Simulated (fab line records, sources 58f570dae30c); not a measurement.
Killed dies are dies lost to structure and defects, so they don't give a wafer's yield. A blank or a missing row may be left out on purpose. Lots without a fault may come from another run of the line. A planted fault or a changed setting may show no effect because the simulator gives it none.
Split-lot experiment | flow berkeley_cmos170 | 5 lots, 23 wafers read, on a route of 331 steps

THE SPLIT
At UCB170_V2_CMP_02 (polishes SiO2), the setting leave_above_ref_nm was moved away from the recipe's 1000 nm on 7 of the 23 wafers read, by -4.7% to +7.4%. The other wafers ran this setting at the recipe's value.

The file shows no step between the split and the reading.

THE READING
V2_POLISHED_THK, in nm, at UCB170_V2_THK_MEAS_04. Fault-free wafers of this fab line usually give 1000.5 nm, standard deviation 1.6 nm.

wafer  | tool, chamber at the split | leave_above_ref_nm as run, nm | against the recipe | V2_POLISHED_THK, nm | against lot-mates on the recipe
L075.2 | cmp-02, 1                  | 1074                          | +7.4%              | 1075.4              | +73.7
L075.3 | cmp-02, 0                  | 1000                          | recipe             | 1003.0              | -
L075.4 | cmp-02, 3                  | 1074                          | +7.4%              | 1074.5              | +72.8
L075.5 | cmp-02, 1,2                | 1000                          | recipe             | 1000.8              | -
L075.6 | cmp-02, 1,2                | 1000                          | recipe             | 1001.3              | -
L078.2 | cmp-02, 2,1                | 1073                          | +7.3%              | 1074.9              | +73.1
L078.3 | cmp-02, 2,1                | 1073                          | +7.3%              | 1072.6              | +70.8
L078.4 | cmp-02, 3,2                | 1000                          | recipe             | 1000.9              | -
L078.5 | cmp-02, 3                  | 1073                          | +7.3%              | 1074.8              | +73.0
L078.6 | cmp-02, 3,2                | 1000                          | recipe             | 1002.8              | -
L077.1 | cmp-01, 1                  | 1000                          | recipe             | 998.0               | -
L077.2 | cmp-01, 0                  | 1000                          | recipe             | 1001.6              | -
L077.3 | cmp-01, 2                  | 1000                          | recipe             | 999.8               | -
L077.4 | cmp-01, 3                  | 1000                          | recipe             | 1001.6              | -
L077.6 | cmp-01, 1                  | 1000                          | recipe             | 998.9               | -
L082.3 | cmp-02, 3                  | 1000                          | recipe             | 1000.5              | -
L082.5 | cmp-02, 3                  | 1000                          | recipe             | 999.4               | -
L082.6 | cmp-02, 2                  | 1000                          | recipe             | 1000.7              | -
L080.1 | cmp-01, 0                  | 953.2                         | -4.7%              | 954.2               | -45.3
L080.2 | cmp-01, 3                  | 1000                          | recipe             | 1001.7              | -
L080.3 | cmp-01, 2                  | 953.2                         | -4.7%              | 952.9               | -46.6
L080.4 | cmp-01, 1                  | 1000                          | recipe             | 998.7               | -
L080.6 | cmp-01, 1                  | 1000                          | recipe             | 998.0               | -
Where a row lists several chambers, the file gives one row for several wafers and doesn't say which wafer went through which chamber.

THE FIT
A straight line over all 23 wafers: V2_POLISHED_THK changes by +10.1 nm for each +1% of leave_above_ref_nm; r = +1.00; the points scatter about the line by 1.4 nm.
The same after taking each lot's own level away (the mean of its wafers on the recipe; 23 wafers): +9.88 nm for each +1%; r = +1.00; scatter 1.2 nm.
On that fit, the largest move of leave_above_ref_nm shifts the reading by 73 nm.
The lots' own levels span 999.47 to 1001.85 nm, that is 1.5 times the standard deviation above.
So the lot-to-lot level changes the slope little: the two slopes agree.
Check: with one of the wafers moved furthest among these (+7.4%) left out of the fit, the line predicts +73.1 nm for it against its lot-mates. It came out at +73.7 nm against them.

OTHER SPLITS ON THESE WAFERS
These wafers also went through other splits before the reading. Each is held against what the fit with the lots' levels taken away leaves over:
other split on the same wafers | wafers away from the commonest value | r with V2_POLISHED_THK (lot level and that fit taken away)
UCB170_M2_PEB_13 peb_temp_c    | 9                                    | -0.13

THE WHOLE CHAIN: every reading that the file lists as answering this split, in the file's order
step                  | what it does                                                              | reading                                                                   | change (the file's fit)              | r (the file's)
UCB170_V2_CMP_02      | polishes SiO2                                                             | SiO2_of_V2_CVD_00.thk_nm (the simulator's own value, which no gauge read) | +9.89 nm for each +1% of the setting | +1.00
UCB170_V2_THK_MEAS_04 |                                                                           | V2_POLISHED_THK                                                           | +9.88 for each +1% of the setting    | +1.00
UCB170_V2_ETCH_14     | etches SiO2 in CHF3/CF4/Ar, stops on Al, target depth 1250 nm, time 291 s | V2.feature_depth_nm (the simulator's own value, which no gauge read)      | +9.87 nm for each +1% of the setting | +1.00
UCB170_V2_ETCH_14     | etches SiO2 in CHF3/CF4/Ar, stops on Al, target depth 1250 nm, time 291 s | etch.depth_nm (the simulator's own value, which no gauge read)            | +9.89 nm for each +1% of the setting | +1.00

THE FILE'S OWN FIT
V2_POLISHED_THK changes by +9.88 nm for each +1% of leave_above_ref_nm, r = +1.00.
